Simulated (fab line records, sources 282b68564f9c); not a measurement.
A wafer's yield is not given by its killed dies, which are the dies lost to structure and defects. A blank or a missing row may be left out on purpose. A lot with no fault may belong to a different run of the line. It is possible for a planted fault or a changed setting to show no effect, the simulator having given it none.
Problem report, 8D (eight disciplines) form, completed by code | flow rit cmos | the parts of the form that need people (team, actions taken, sign-off) are left out

## 1. THE PROBLEM
NLDD_RS at RIT_SDANNEAL_RS_MEAS_07 reads a mean of 157.9 ohm/sq on 3 wafers of 1 lot; wafers without a fault read 151.6 ohm/sq with a standard deviation of 0.46. Relative to the usual mean, that is a shift of +14 standard deviations.
The step: measures by four-point-probe.
First seen on wafer L563.1, day 5 17:17, on film metro-01. The record holds 39 wafers of 13 lots with a number at this step. Rule for "out", or "out of limits": more than 4 standard deviations from the usual mean. All remaining wafers that have a number are taken as sound.

## 2. WHAT THIS IS AND IS NOT
question                    | is                     | is not
which readings at this step | NLDD_RS                | -
which lots                  | L563                   | L551, L553, L554, L556, L558, L564, L566, L568, L569, L570, L572, L573
which wafers of those lots  | all that have a number | -
read on which gauges        | film metro-01          | film metro-02, film metro-03
when                        | from day 5 17:17       | up to then (15 sound wafers); but 21 sound wafers of L564, L566, L568, L569, L570, L572, L573 came after

## 3. WHAT RULES OUT EACH SUSPECT
Counting: a tool at any process step up to the reading remains a suspect when it ran all the lots that are out and ran no sound lot after the first of those.
- the gauge at RIT_SDANNEAL_RS_MEAS_07: kept. All the wafers that are out were read on film metro-01, and no step on other tools shows them out.
- implanter-01 at RIT_NLDD_IMPLANT_08: kept. It ran the lot that is out, L563 (day 5 07:10), and no sound lot after that; its last sound lot up to then is L558 (day 4 09:10).
- plasma asher-03 at RIT_PSD_STRIP_09 (strips in O2, time 180 s): kept. It ran the lot that is out, L563 (day 5 16:15), and no sound lot after that; its last sound lot up to then is L556 (day 4 08:13).
implanter-01 at RIT_NLDD_IMPLANT_08, plasma asher-03 at RIT_PSD_STRIP_09 and film metro-01 at RIT_SDANNEAL_RS_MEAS_07 are what is left after counting.

## 4. THE CAUSE (what the simulator had put in)
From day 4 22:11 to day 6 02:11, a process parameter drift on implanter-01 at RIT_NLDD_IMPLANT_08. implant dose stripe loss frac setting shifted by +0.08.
3 suspects survive the count, and this tool is in that group.

## 5. THE EFFECT CHAIN, in route order
One row per reading whose mean, taken over the struck wafers that have a number, lies over 3 standard deviations from the usual. Scope: only readings with a usual standard deviation given in the record; hours: median across lots of the time from each lot's start at the first step in this table that gives one to its start at this step; sigmas: change in usual standard deviations.
hours | step                    | reading | usual        | on struck wafers | change | sigmas
0     | RIT_SDANNEAL_RS_MEAS_07 | NLDD_RS | 151.6 ohm/sq | 157.9            | +6.3   | +14

## 6. HOW IT WOULD HAVE BEEN CAUGHT EARLIER
19 hours passed between the start of the fault at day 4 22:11 and the first reading out of limits at a measuring or inspecting step in this record, taken at day 5 17:17.
Tool readings at RIT_NLDD_IMPLANT_08 with a usual standard deviation given in the record: none out on any struck wafer, hence no alarm at a limit of 4 standard deviations on them.
All the lots that are out (1) had begun RIT_NLDD_IMPLANT_08 on implanter-01 by day 5 17:17. Holding the tool at that point would not have protected any of them.
